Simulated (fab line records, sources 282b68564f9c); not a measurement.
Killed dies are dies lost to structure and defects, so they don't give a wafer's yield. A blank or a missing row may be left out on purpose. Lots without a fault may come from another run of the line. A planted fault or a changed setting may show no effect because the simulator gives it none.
fab line records | flow rit_cmos
record lots=6 wafers=18 last_day=7
route steps=202 shown NWELL@35 PWELL@39 WELLDRIVE@50 NRETRO@53 PRETRO@64 GATE@75 M1@202
lots that met no fault: from a run of the same line without faults
start_h: hours from the record's first day to the start of the lot's first wafer shown | wait_h: hours since the lot's step before | " the same as in the row above | L1.1+2: a row that stands for several wafers | - no value, or no start given | * or withheld: withheld | < > ~ a bound
route shown NAME@n: a module of which the file shows steps, and the number in the route of the first | usual: mean/standard deviation of fault-free wafers | same: alike in all rows | chamber/n: place in a boat | sites: the reading at each site | _std_site: their standard deviation | _edge_site: outer sites' mean less inner sites' | radius_mm: how far each site lies from the wafer's centre | mask NAME#n: copy n | behind: the tool/chamber that last shaped the wafer | hold: why the lot was held/for how many hours/how that ended | device: the transistor (n, p or np) that didn't switch | end of line: the same wafers' tests at the end of the route | a step without rows: its recipe alone | killed: dies lost to structure and defects at the first sort, not the wafer's yield | map: a wafer's dies, x killed, . not, _ none there
set.NAME: the setting as run; set.NAME@STEP: as run at that earlier step | model.NAME: the simulator's own value behind a step, which no gauge read
lots at some steps of the route; a table a step, a row a wafer
services: from which hour (start_h, from the record's first day; less than 0 if before it) a tool's chamber was out of use, for how many hours, and why
## steps
# step RIT_NWELL_HARDBAKE_07
# recipe resist=NOVOLAK temp_c=140 time_s=120
# step RIT_NWELL_IMPLANT_08
# recipe species=P energy_kev=170 dose_cm2=5e+13 tilt_deg=6.797
# step RIT_NWELL_STRIP_09
# recipe chemistry=O2 time_s=180 resist=NOVOLAK platen_temp_c=withheld power_w=500 pressure_mtorr=4000 o2_flow_sccm=4000
# usual drypump_motor_current_A=5.5/0.55
# columns lot.wafer tool chamber start_h wait_h drypump_motor_current_A rf_hours_counter_h
L121.4 plasma_asher-01 1 73.04 0.1 5.0 -
L121.5 " 1 " " 5.0 -
L121.6 " 0 " " 4.9 -
L122.1 plasma_asher-03 1 80.62 0.1 5.8 28
L122.2 " 0 " " 6.3 28
L122.6 " 1 " " 5.9 -
L128.1 plasma_asher-04 1 111.04 0.1 5.9 45
L128.2 " 0 " " 5.4 45
L128.6 " 1 " " 6.0 -
L129.2 plasma_asher-04 1 116.39 0.1 5.9 46
L129.3 " 1 " " 5.9 -
L129.4 " 0 " " 5.4 -
L130.4 plasma_asher-03 1 119.16 0.1 5.8 -
L130.5 " 0 " " 6.3 -
L130.6 " 1 " " 5.8 -
L134.2 plasma_asher-01 1 138.08 0.1 5.0 2
L134.4 " 1 " " 5.0 -
L134.6 " 0 " " 5.0 -
# step RIT_NWELL_TW_MEAS_10
# usual NWELL_TW=2153/12
# columns lot.wafer tool chamber start_h wait_h NWELL_TW
L121.4 film_metro-04 - 73.19 0.1 2169
L121.5 " - " " 2170
L121.6 " - " " 2173
L122.1 film_metro-04 - 80.79 0.1 2165
L122.2 " - " " 2169
L122.6 " - " " 2164
L128.1 film_metro-03 - 111.22 0.1 2157
L128.2 " - " " 2136
L128.6 " - " " 2151
L129.2 film_metro-04 - 116.57 0.1 2152
L129.3 " - " " 2138
L129.4 " - " " 2144
L130.4 film_metro-04 - 119.31 0.1 2146
L130.5 " - " " 2145
L130.6 " - " " 2152
L134.2 film_metro-04 - 138.27 0.1 2160
L134.4 " - " " 2160
L134.6 " - " " 2168
# step RIT_PWELL_HMDS_00
# recipe prime_time_s=60 prime_temp_c=140
# step RIT_PWELL_COAT_01
# recipe resist=NOVOLAK spin_rpm=2000 resist_thk_nm=1300
# step RIT_PWELL_SOFTBAKE_02
# recipe resist=NOVOLAK temp_c=90 time_s=61.68
# usual chill_plate_temp_C=23.00/0.11 plate_sensor_t_centre_C=90.969/0.01 plate_sensor_t_edge_C=91.021/0.011
# columns lot.wafer tool chamber start_h wait_h chill_plate_temp_C plate_sensor_t_centre_C plate_sensor_t_edge_C
L121.4 litho_track-01 0 73.60 0.1 22.86 90.970 91.029
L121.5 " 0 " " 23.00 90.973 91.023
L121.6 " 0 " " 23.12 90.965 91.012
L122.1 litho_track-01 0 81.15 0.1 22.88 90.967 91.038
L122.2 " 0 " " 22.91 90.957 91.017
L122.6 " 0 " " 22.91 90.961 91.021
L128.1 litho_track-03 0 111.58 0.1 23.15 90.974 91.018
L128.2 " 0 " " 22.99 90.943 91.020
L128.6 " 0 " " 23.08 90.958 91.009
L129.2 litho_track-03 0 116.95 0.1 23.21 90.986 91.020
L129.3 " 0 " " 22.95 90.971 91.027
L129.4 " 0 " " 23.00 90.966 91.020
L130.4 litho_track-01 0 119.74 0.1 22.97 90.966 91.007
L130.5 " 0 " " 22.89 90.979 91.012
L130.6 " 0 " " 23.00 90.973 91.014
L134.2 litho_track-04 0 138.64 0.1 22.91 90.967 91.029
L134.4 " 0 " " 23.02 90.953 91.008
L134.6 " 0 " " 22.94 90.966 91.040
# step RIT_PWELL_EXPOSE_03
# recipe mask_id=M3 na=0.57 target_cd_nm=43700 dose_mj=250
# step RIT_PWELL_PEB_04
# recipe resist=NOVOLAK temp_c=withheld time_s=withheld
# step RIT_PWELL_DEVELOP_05
# recipe resist=NOVOLAK develop_time_s=68 dev_temp_c=23
# step RIT_PWELL_OVL_MEAS_06
# usual PWELL_OVL=-0.2/1.5
# columns lot.wafer tool chamber start_h wait_h PWELL_OVL[nm]
L121.4 overlay-01 - 74.12 - -4.5
L121.5 " - " " -2.7
L121.6 " - " " -1.6
L122.1 overlay-01 - 81.86 - -0.2
L122.2 " - " " -0.4
L122.6 " - " " 0.5
L128.1 overlay-02 - 112.25 - -2.2
L128.2 " - " " -1.7
L128.6 " - " " -1.5
L129.2 overlay-01 - 117.51 - -2.7
L129.3 " - " " -1.6
L129.4 " - " " -1.8
L130.4 overlay-01 - 120.36 - -1.8
L130.5 " - " " -0.9
L130.6 " - " " -3.2
L134.2 overlay-01 - 139.33 - 0.8
L134.4 " - " " 0.0
L134.6 " - " " 1.9
# step RIT_PWELL_HARDBAKE_07
# recipe resist=NOVOLAK temp_c=140 time_s=120
# step RIT_PWELL_IMPLANT_08
# recipe species=B energy_kev=170 dose_cm2=7e+13 tilt_deg=7
# usual beam_energy_keV=169.99/0.045 tilt_deg=7.006/0.02
# columns lot.wafer tool chamber start_h wait_h beam_energy_keV tilt_deg model.implant.rp_nm model.implant.drp_nm
L121.4 implanter-02 0 74.46 0.2 169.97 6.985 486.4 102.9
L121.5 " 0 " " 169.92 7.002 486.4 102.9
L121.6 " 0 " " 169.89 6.998 486.4 102.9
L122.1 implanter-04 0 82.15 0.2 169.95 7.031 475.9 102.9
L122.2 " 0 " " 169.98 6.995 475.9 102.9
L122.6 " 0 " " 169.98 7.030 475.9 102.9
L128.1 implanter-02 0 112.54 0.2 118.99 7.043 370.8 89.74
L128.2 " 0 " " 119.08 7.018 370.8 89.74
L128.6 " 0 " " 119.04 7.017 370.8 89.74
L129.2 implanter-02 0 117.81 0.2 119.02 6.977 367.8 89.74
L129.3 " 0 " " 119.03 7.013 367.8 89.74
L129.4 " 0 " " 119.00 7.021 367.8 89.74
L130.4 implanter-01 0 120.75 0.2 169.93 7.024 480.6 102.9
L130.5 " 0 " " 170.00 7.013 480.6 102.9
L130.6 " 0 " " 169.98 7.037 480.6 102.9
L134.2 implanter-04 0 139.64 0.2 169.96 7.039 495.3 102.9
L134.4 " 0 " " 170.03 7.005 495.3 102.9
L134.6 " 0 " " 170.00 6.989 495.3 102.9
# step RIT_PWELL_STRIP_09
# recipe chemistry=O2 time_s=180 resist=NOVOLAK platen_temp_c=withheld power_w=500 pressure_mtorr=4000 o2_flow_sccm=4000
# usual drypump_motor_current_A=5.8/0.33
# columns lot.wafer tool chamber start_h wait_h drypump_motor_current_A rf_hours_counter_h
L121.4 plasma_asher-02 1 74.60 0.1 5.5 -
L121.5 " 1 " " 5.5 -
L121.6 " 0 " " 6.2 -
L122.1 plasma_asher-03 0 82.30 0.1 6.3 28
L122.2 " 1 " " 5.8 28
L122.6 " 0 " " 6.3 -
L128.1 plasma_asher-04 0 112.69 0.1 5.4 45
L128.2 " 1 " " 5.9 45
L128.6 " 0 " " 5.4 -
L129.2 plasma_asher-04 0 117.94 0.1 5.4 46
L129.3 " 0 " " 5.4 -
L129.4 " 1 " " 5.9 -
L130.4 plasma_asher-04 1 120.89 0.1 5.9 -
L130.5 " 1 " " 5.9 -
L130.6 " 0 " " 5.4 -
L134.2 plasma_asher-04 0 139.76 0.1 5.4 48
L134.4 " 1 " " 5.9 -
L134.6 " 1 " " 5.9 -
# step RIT_PWELL_TW_MEAS_10
# usual PWELL_TW=956/4.8
# columns lot.wafer tool chamber start_h wait_h PWELL_TW
L121.4 film_metro-02 - 74.74 0.1 962
L121.5 " - " " 957
L121.6 " - " " 954
L122.1 film_metro-04 - 82.47 0.1 961
L122.2 " - " " 966
L122.6 " - " " 960
L128.1 film_metro-04 - 112.86 0.1 926
L128.2 " - " " 924
L128.6 " - " " 929
L129.2 film_metro-04 - 118.12 0.1 932
L129.3 " - " " 928
L129.4 " - " " 931
L130.4 film_metro-04 - 121.03 0.1 959
L130.5 " - " " 956
L130.6 " - " " 960
L134.2 film_metro-03 - 139.95 0.1 952
L134.4 " - " " 953
L134.6 " - " " 956
# step RIT_WELLDRIVE_ANNEAL_00
# recipe temp_c=1100 time_s=14700 ambient=N2
# step RIT_WELLDRIVE_RS_MEAS_01
# recipe thk_meas_gauge=four-point-probe
# usual NWELL_RS=275.5/0.7
# columns lot.wafer tool chamber start_h wait_h NWELL_RS[ohm/sq]
L121.4 film_metro-04 - 79.92 0.1 274.7
L121.5 " - " " 275.0
L121.6 " - " " 275.7
L122.1 film_metro-04 - 88.19 0.0 275.5
L122.2 " - " " 276.0
L122.6 " - " " 276.6
L128.1 film_metro-03 - 119.02 0.0 275.4
L128.2 " - " " 276.0
L128.6 " - " " 275.2
L129.2 film_metro-03 - 123.28 0.0 275.2
L129.3 " - " " 275.0
L129.4 " - " " 275.2
L130.4 film_metro-02 - 126.72 0.1 275.9
L130.5 " - " " 275.7
L130.6 " - " " 275.8
L134.2 film_metro-04 - 145.47 0.0 275.6
L134.4 " - " " 274.3
L134.6 " - " " 274.4
# step RIT_WELLDRIVE_RS_MEAS_02
# recipe thk_meas_gauge=four-point-probe
# usual PWELL_RS=429.7/0.94
# columns lot.wafer tool chamber start_h wait_h PWELL_RS[ohm/sq]
L121.4 film_metro-04 - 80.04 0.1 427.9
L121.5 " - " " 428.8
L121.6 " - " " 429.5
L122.1 film_metro-04 - 88.31 0.1 427.8
L122.2 " - " " 428.6
L122.6 " - " " 427.8
L128.1 film_metro-03 - 119.14 0.1 444.2
L128.2 " - " " 444.2
L128.6 " - " " 442.7
L129.2 film_metro-03 - 123.40 0.1 442.7
L129.3 " - " " 444.7
L129.4 " - " " 444.1
L130.4 film_metro-02 - 126.84 0.1 431.9
L130.5 " - " " 431.3
L130.6 " - " " 431.9
L134.2 film_metro-04 - 145.59 0.1 429.6
L134.4 " - " " 431.2
L134.6 " - " " 429.4
# step RIT_NRETRO_HMDS_00
# recipe prime_time_s=60 prime_temp_c=140
# step RIT_NRETRO_COAT_01
# recipe resist=NOVOLAK spin_rpm=2000 resist_thk_nm=1300
# step RIT_NRETRO_SOFTBAKE_02
# recipe resist=NOVOLAK temp_c=90 time_s=60
# step RIT_NRETRO_EXPOSE_03
# recipe mask_id=M4 na=0.57 target_cd_nm=43900 dose_mj=250
# step RIT_NRETRO_PEB_04
# recipe resist=NOVOLAK temp_c=withheld time_s=withheld
# step RIT_NRETRO_DEVELOP_05
# recipe resist=NOVOLAK develop_time_s=68 dev_temp_c=23
# step RIT_NRETRO_OVL_MEAS_06
# usual NRETRO_OVL=0.3/1.3
# columns lot.wafer tool chamber start_h wait_h NRETRO_OVL[nm]
L121.4 overlay-01 - 80.99 - 0.7
L121.5 " - " " 1.1
L121.6 " - " " 2.2
L122.1 overlay-01 - 89.55 - -0.2
L122.2 " - " " -1.1
L122.6 " - " " 1.9
L128.1 overlay-01 - 120.14 - 1.1
L128.2 " - " " 2.0
L128.6 " - " " 1.1
L129.2 overlay-01 - 124.38 - -0.4
L129.3 " - " " 0.8
L129.4 " - " " 0.3
L130.4 overlay-01 - 128.02 - 0.8
L130.5 " - " " 2.3
L130.6 " - " " 0.9
L134.2 overlay-02 - 146.79 - -0.1
L134.4 " - " " -0.9
L134.6 " - " " -1.1
# step RIT_NRETRO_HARDBAKE_07
# recipe resist=NOVOLAK temp_c=140 time_s=120
# step RIT_NRETRO_IMPLANT_08
# recipe species=P energy_kev=70 dose_cm2=9.782e+12 tilt_deg=7
# step RIT_NRETRO_STRIP_09
# recipe chemistry=O2 time_s=180 resist=NOVOLAK platen_temp_c=withheld power_w=500 pressure_mtorr=4000 o2_flow_sccm=4000
# usual drypump_motor_current_A=5.7/0.53
# columns lot.wafer tool chamber start_h wait_h drypump_motor_current_A rf_hours_counter_h
L121.4 plasma_asher-02 0 81.47 0.1 6.2 -
L121.5 " 0 " " 6.2 -
L121.6 " 1 " " 5.5 -
L122.1 plasma_asher-01 1 89.99 0.1 5.0 46
L122.2 " 0 " " 5.0 46
L122.6 " 0 " " 5.0 -
L128.1 plasma_asher-02 1 120.58 0.1 5.5 49
L128.2 " 0 " " 6.2 49
L128.6 " 1 " " 5.5 -
L129.2 plasma_asher-02 1 124.81 0.1 5.5 50
L129.3 " 0 " " 6.2 -
L129.4 " 1 " " 5.5 -
L130.4 plasma_asher-03 0 128.49 0.1 6.3 -
L130.5 " 0 " " 6.3 -
L130.6 " 1 " " 5.8 -
L134.2 plasma_asher-02 0 147.22 0.1 6.2 52
L134.4 " 1 " " 5.5 -
L134.6 " 1 " " 5.5 -
# step RIT_NRETRO_TW_MEAS_10
# usual NRETRO_TW=1045/4.2
# columns lot.wafer tool chamber start_h wait_h NRETRO_TW
L121.4 film_metro-01 - 81.62 0.1 1044
L121.5 " - " " 1045
L121.6 " - " " 1046
L122.1 film_metro-02 - 90.17 0.1 1052
L122.2 " - " " 1053
L122.6 " - " " 1054
L128.1 film_metro-03 - 120.76 0.1 1046
L128.2 " - " " 1045
L128.6 " - " " 1046
L129.2 film_metro-01 - 125.00 0.1 1041
L129.3 " - " " 1038
L129.4 " - " " 1043
L130.4 film_metro-01 - 128.64 0.1 1039
L130.5 " - " " 1045
L130.6 " - " " 1036
L134.2 film_metro-01 - 147.40 0.1 1039
L134.4 " - " " 1041
L134.6 " - " " 1040
# step RIT_PRETRO_HMDS_00
# recipe prime_time_s=60 prime_temp_c=140
# step RIT_PRETRO_COAT_01
# recipe resist=NOVOLAK spin_rpm=2000 resist_thk_nm=1300
# step RIT_PRETRO_SOFTBAKE_02
# recipe resist=NOVOLAK temp_c=90 time_s=60
# step RIT_PRETRO_EXPOSE_03
# recipe mask_id=M5 na=0.57 target_cd_nm=43700 dose_mj=250
# step RIT_PRETRO_PEB_04
# recipe resist=NOVOLAK temp_c=withheld time_s=withheld
# step RIT_PRETRO_DEVELOP_05
# recipe resist=NOVOLAK develop_time_s=68 dev_temp_c=23
# step RIT_PRETRO_OVL_MEAS_06
# usual PRETRO_OVL=0.2/1.3
# columns lot.wafer tool chamber start_h wait_h PRETRO_OVL[nm]
L121.4 overlay-02 - 82.69 - 1.3
L121.5 " - " " 0.0
L121.6 " - " " -2.2
L122.1 overlay-02 - 91.11 - 2.4
L122.2 " - " " 1.0
L122.6 " - " " 0.7
L128.1 overlay-02 - 121.82 - -0.3
L128.2 " - " " -0.7
L128.6 " - " " -0.2
L129.2 overlay-01 - 125.93 - -0.3
L129.3 " - " " -0.3
L129.4 " - " " -0.5
L130.4 overlay-01 - 129.57 - 1.3
L130.5 " - " " 3.2
L130.6 " - " " 0.2
L134.2 overlay-02 - 148.62 - -0.7
L134.4 " - " " -0.3
L134.6 " - " " 0.3
# step RIT_PRETRO_HARDBAKE_07
# recipe resist=NOVOLAK temp_c=140 time_s=120
# step RIT_PRETRO_IMPLANT_08
# recipe species=B energy_kev=45 dose_cm2=1.181e+13 tilt_deg=7
# step RIT_PRETRO_STRIP_09
# recipe chemistry=O2 time_s=180 resist=NOVOLAK platen_temp_c=withheld power_w=500 pressure_mtorr=4000 o2_flow_sccm=4000
# usual drypump_motor_current_A=5.6/0.45
# columns lot.wafer tool chamber start_h wait_h drypump_motor_current_A rf_hours_counter_h
L121.4 plasma_asher-02 1 83.17 0.1 5.5 -
L121.5 " 1 " " 5.5 -
L121.6 " 0 " " 6.2 -
L122.1 plasma_asher-02 0 91.54 0.1 6.2 46
L122.2 " 1 " " 5.5 46
L122.6 " 0 " " 6.2 -
L128.1 plasma_asher-04 1 122.26 0.1 5.9 47
L128.2 " 0 " " 5.4 47
L128.6 " 0 " " 5.4 -
L129.2 plasma_asher-04 1 126.36 0.1 5.9 47
L129.3 " 1 " " 5.9 -
L129.4 " 0 " " 5.4 -
L130.4 plasma_asher-02 0 130.05 0.1 6.2 -
L130.5 " 1 " " 5.5 -
L130.6 " 0 " " 6.2 -
L134.2 plasma_asher-04 0 149.05 0.1 5.4 50
L134.4 " 1 " " 5.9 -
L134.6 " 1 " " 5.9 -
# step RIT_PRETRO_TW_MEAS_10
# usual PRETRO_TW=474.5/2.4
# columns lot.wafer tool chamber start_h wait_h PRETRO_TW
L121.4 film_metro-04 - 83.31 0.1 478.7
L121.5 " - " " 480.3
L121.6 " - " " 478.1
L122.1 film_metro-04 - 91.72 0.1 478.7
L122.2 " - " " 479.7
L122.6 " - " " 478.0
L128.1 film_metro-02 - 122.44 0.1 473.3
L128.2 " - " " 473.5
L128.6 " - " " 473.8
L129.2 film_metro-01 - 126.55 0.1 473.7
L129.3 " - " " 472.5
L129.4 " - " " 469.7
L130.4 film_metro-04 - 130.19 0.1 474.9
L130.5 " - " " 475.4
L130.6 " - " " 476.1
L134.2 film_metro-04 - 149.24 0.1 474.8
L134.4 " - " " 479.2
L134.6 " - " " 476.0
# step RIT_GATE_WET_ETCH_00
# recipe chemistry=BOE target=SiO2 target_depth_nm=56 time_s=60 dry=n2_spin dilution=10:1 temp_c=21.5
# step RIT_GATE_CLEAN_01
# recipe chemistry=SC1 mix=3:3:50 time_s=600 temp_c=75
# step RIT_GATE_DEVELOP_15
# recipe resist=NOVOLAK develop_time_s=50 dev_temp_c=22.24
# usual chill_plate_temp_C=23.00/0.11
# columns lot.wafer tool chamber start_h wait_h chill_plate_temp_C model.GATE.cd_nm
L121.4 litho_track-04 0 - - 23.07 149.2
L121.5 " 0 " " 23.13 150.5
L121.6 " 0 " " 23.12 151.1
L122.1 litho_track-04 0 - - 22.83 149.3
L122.2 " 0 " " 22.87 150.6
L122.6 " 0 " " 22.91 151.3
L128.1 litho_track-04 0 - - 22.65 147.7
L128.2 " 0 " " 22.76 145.2
L128.6 " 0 " " 22.86 145.6
L129.2 litho_track-04 0 - - 22.94 145
L129.3 " 0 " " 23.11 145.7
L129.4 " 0 " " 22.85 144.1
L130.4 litho_track-02 0 - - 23.02 150
L130.5 " 0 " " 22.99 151.3
L130.6 " 0 " " 23.05 151.9
L134.2 litho_track-01 0 - - 23.09 151
L134.4 " 0 " " 22.84 152.1
L134.6 " 0 " " 22.89 153
# step RIT_GATE_ETCH_19
# recipe chemistry=SF6/CHF3/O2 time_s=165 SF6_flow_sccm=30 CHF3_flow_sccm=30 O2_flow_sccm=5 target=poly-Si pressure_mtorr=40 rf_w=163 target_depth_a=3125 over_etch_frac=0.25 stop_on=SiO2
# usual drypump_motor_current_A=5.9/0.3 oes_product_au=0.854/0.01 throttle_valve_pct=10.27/0.13
# columns lot.wafer tool chamber start_h wait_h drypump_motor_current_A oes_product_au rf_hours_counter_h throttle_valve_pct model.GATE.cd_nm
L121.4 rie_si-02 3 91.11 0.1 5.9 0.867 113 10.29 149.2
L121.5 " 0 " " 6.6 0.843 - 9.99 150.5
L121.6 " 1 " " 5.8 0.864 - 10.48 151.1
L122.1 rie_si-02 2 100.43 0.1 5.8 0.863 43 10.27 149.2
L122.2 " 1 " " 5.8 0.875 39 10.46 150.5
L122.6 " 1 " " 5.9 0.877 - 10.47 151.3
L128.1 rie_si-01 0 130.13 0.1 5.8 0.862 7 10.20 147.7
L128.2 " 3 " " 5.4 0.845 144 10.33 145.2
L128.6 " 0 " " 5.8 0.858 - 10.20 145.5
L129.2 rie_si-02 2 132.30 0.1 5.8 0.846 43 10.27 145
L129.3 " 1 " " 5.8 0.851 39 10.47 145.8
L129.4 " 0 " " 6.6 0.842 61 10.01 144.1
L130.4 rie_si-01 3 136.51 0.1 5.4 0.829 144 10.33 149.9
L130.5 " 0 " " 5.8 0.858 - 10.20 151.2
L130.6 " 3 " " 5.4 0.834 - 10.34 151.8
L134.2 rie_si-01 2 157.33 0.1 6.0 0.851 19 10.36 150.9
L134.4 " 0 " " 5.8 0.858 - 10.20 152
L134.6 " 2 " " 6.0 0.866 - 10.38 152.9
# step RIT_M1_PROBE_99
# usual killed_at_front_end=7/3.4 killed_dies=7/3.4 killed_open=3.4/2 killed_short=3.6/2.1
# same gross_dies=264 killed_at_M0_to_M3=0 killed_at_M4_up=0 killed_at_back_side=0 killed_at_contacts=0 killed_at_other=0
# columns lot.wafer tool chamber start_h wait_h killed_at_front_end killed_dies killed_open killed_short model.etest.nmos_0p3.r_on_ohm_um model.etest.pwell.rs_ohm_sq model.etest.pwell_pinched.rs_ohm_sq model.etest.pmos_0p15.drive_ua_um model.etest.nmos_0p3.drive_ua_um model.etest.npoly_line.line_ohm_um model.etest.ppoly_line.line_ohm_um model.etest.npoly_line.width_nm
L121.4 prober-02 - 113.89 0.2 3 3 0 3 2102 405.1 451 280.1 235.1 175 166.8 103.2
L121.5 prober-02 - 113.94 0.2 0 0 0 0 2112 410 455.6 276.5 234.9 167 163 103.5
L121.6 prober-02 - 113.99 0.2 2 2 1 1 2127 408.6 456.7 274.4 233.8 167.4 165.4 104.4
L122.1 prober-01 - 122.84 0.1 12 12 4 8 2187 412.2 461.5 258.1 225.3 173.7 166.2 101.2
L122.2 prober-01 - 122.89 0.1 10 10 4 6 2202 411.3 456.4 255.1 219.3 172.8 165.4 103.4
L122.6 prober-01 - 123.09 0.2 10 10 3 7 2179 411.5 447.2 253.2 222.5 168.8 161.5 105
L128.1 prober-02 - 151.24 0.1 4 4 4 0 2213 465.8 476.4 272.9 211.5 173.1 167.6 101.3
L128.2 prober-02 - 151.29 0.1 5 5 4 1 2183 472.5 475.5 283.8 214.5 177.6 168.7 99.24
L128.6 prober-02 - 151.49 0.2 10 10 4 6 2193 469.8 475.4 279.6 206.8 179.9 173 98.58
L129.3 prober-02 - 152.84 0.2 10 10 6 4 2301 483.3 476.8 262.8 199.4 181.6 173 98.3
L129.4 prober-02 - 152.89 0.2 6 6 3 3 2275 473.4 473.4 273.6 203.5 186.8 177.6 97.02
L130.4 prober-01 - 157.60 0.2 6 6 1 5 2194 418.9 461.3 240.2 222.9 172.4 167.1 101
L130.5 prober-01 - 157.65 0.2 4 4 1 3 2176 418.1 462.6 243.7 226 169 162.4 102.7
L130.6 prober-01 - 157.70 0.2 5 5 2 3 2126 425.8 467.3 245.9 226.3 167.3 161.8 104
L134.2 prober-01 - 177.81 0.1 5 5 3 2 2199 414.1 453.9 240.2 216.1 170.1 162.6 103.5
L134.4 prober-01 - 177.91 0.2 5 5 1 4 2189 413.7 454.2 237.6 214 165.5 161.9 104.7
L134.6 prober-01 - 178.01 0.2 5 5 4 1 2242 410.5 453.1 231.5 214.7 165.3 160.4 105.2
# killed by level:class
L121.4 FOX1:geometric_particle:short=1 FOX2:geometric_particle:short=1 GATE:geometric_particle:short=1
L121.6 GATE:geometric_particle:open=1 SILICIDE:geometric_particle:short=1
L122.1 SPACER:geometric_particle:short=4 GATE:geometric_particle:short=2 GATE:geometric_particle:open=2 SILICIDE:geometric_particle:short=2 FOX1:geometric_particle:open=1 STARTING-WAFER:geometric_particle:open=1
L122.2 SPACER:geometric_particle:short=3 REOX:geometric_particle:open=2 REOX:geometric_particle:short=2 FOX2:geometric_particle:open=1 GATE:geometric_particle:open=1 GATE:geometric_particle:short=1
L122.6 GATE:geometric_particle:short=3 GATE:geometric_particle:open=2 SPACER:geometric_particle:short=2 REOX:geometric_particle:short=1 SILICIDE:geometric_particle:open=1 SILICIDE:geometric_particle:short=1
L128.1 GATE:geometric_particle:open=2 REOX:geometric_particle:open=1 SPACER:geometric_particle:open=1
L128.2 FOX2:geometric_particle:open=2 FOX1:geometric_particle:open=1 GATE:geometric_particle:short=1 SILICIDE:geometric_particle:open=1
L128.6 FOX1:geometric_particle:open=2 FOX1:geometric_particle:short=2 FOX2:geometric_particle:short=2 FOX2:geometric_particle:open=1 GATE:geometric_particle:short=1 SPACER:geometric_particle:open=1 SILICIDE:geometric_particle:short=1
L129.3 GATE:geometric_particle:open=3 FOX1:geometric_particle:open=2 FOX1:geometric_particle:short=1 FOX2:geometric_particle:short=1 GATE:geometric_particle:short=1 SPACER:geometric_particle:short=1 SILICIDE:geometric_particle:open=1
L129.4 GATE:geometric_particle:short=2 FOX1:geometric_particle:short=1 FOX2:geometric_particle:open=1 GATE:geometric_particle:open=1 SPACER:geometric_particle:open=1
L130.4 GATE:geometric_particle:short=2 FOX1:geometric_particle:short=1 REOX:geometric_particle:short=1 SPACER:geometric_particle:short=1 SILICIDE:geometric_particle:open=1
L130.5 GATE:geometric_particle:short=2 FOX2:geometric_particle:short=1 GATE:geometric_particle:open=1
L130.6 GATE:geometric_particle:open=2 GATE:geometric_particle:short=1 SPACER:geometric_particle:short=1 SILICIDE:geometric_particle:short=1
L134.2 GATE:geometric_particle:short=2 GATE:geometric_particle:open=1 SPACER:geometric_particle:open=1 SILICIDE:geometric_particle:open=1
L134.4 GATE:geometric_particle:short=2 FOX1:geometric_particle:short=1 GATE:geometric_particle:open=1 SPACER:geometric_particle:short=1
L134.6 GATE:geometric_particle:open=2 FOX1:geometric_particle:open=1 FOX2:geometric_particle:short=1 SPACER:geometric_particle:open=1
## services
# columns tool chamber start_h hours kind
plasma_asher-02 - 52.80 3.8 repair
plasma_asher-04 - 59.29 5.9 repair
implanter-02 - 62.72 1.9 repair
plasma_asher-04 - 68.83 0.6 repair
implanter-01 - 87.23 1.3 repair
plasma_asher-03 - 101.48 7.2 repair
plasma_asher-01 - 108.75 9.0 pm
plasma_asher-01 0 108.75 9.0 vent_cycle
plasma_asher-01 1 108.75 9.0 vent_cycle
implanter-04 - 109.88 23.9 pm
plasma_asher-01 0 117.75 - clean
plasma_asher-01 1 117.75 - clean
rie_si-02 0 132.46 4.8 repair
implanter-04 - 134.03 2.0 pm
rie_si-01 3 140.74 - clean
rie_si-01 3 140.74 21.6 scheduled_down
rie_si-01 3 140.74 21.6 vent_cycle
implanter-01 - 150.70 3.2 repair
## key
first_sign step=RIT_PWELL_IMPLANT_08 reading=beam_energy_keV direction=down sigmas=99+ usual=169.99 struck=119.03
effect step=RIT_PWELL_TW_MEAS_10 reading=PWELL_TW direction=down sigmas=5.8 usual=956 struck=928
effect step=RIT_WELLDRIVE_RS_MEAS_02 reading=PWELL_RS direction=up sigmas=15 usual=429.7 struck=443.8
model_effect step=RIT_PWELL_IMPLANT_08 value=implant.rp_nm without=488.1 struck=369.3
model_effect step=RIT_GATE_DEVELOP_15 value=GATE.cd_nm without=152.1 struck=145.6
model_effect step=RIT_GATE_ETCH_19 value=GATE.cd_nm without=152.1 struck=145.6
model_effect step=RIT_M1_PROBE_99 value=etest.nmos_0p3.r_on_ohm_um without=2152 struck=2233
met_at RIT_PWELL_IMPLANT_08
struck_wafers L128.1,L128.2,L128.6,L129.2,L129.3,L129.4
rows_end L129.2
tester_left_out L128,L129
loop_trim step=RIT_GATE_EXPOSE_13 setting=dose lots=L128,L129
onset_between 74.46 112.54
fault kind=process_parameter_drift tool=implanter-02 chamber=- onset_h=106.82 steps=RIT_PWELL_IMPLANT_08 channel=energy_kev offset=-51 shape=step end_h=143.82 acts_in=these_recipes_only stated=170
# tester_left_out: of these lots the tester's yield and bins aren't shown, on N5 and GAA mostly nor the transistor test; their killed dies are dies lost to structure and defects alone, not to doping, threshold or leakage, so they don't give the yield
# rows_end: these wafers met a further fault down the route, and their rows from its step on are left out
# loop_trim: a control loop set the setting to another value than it would have without faults
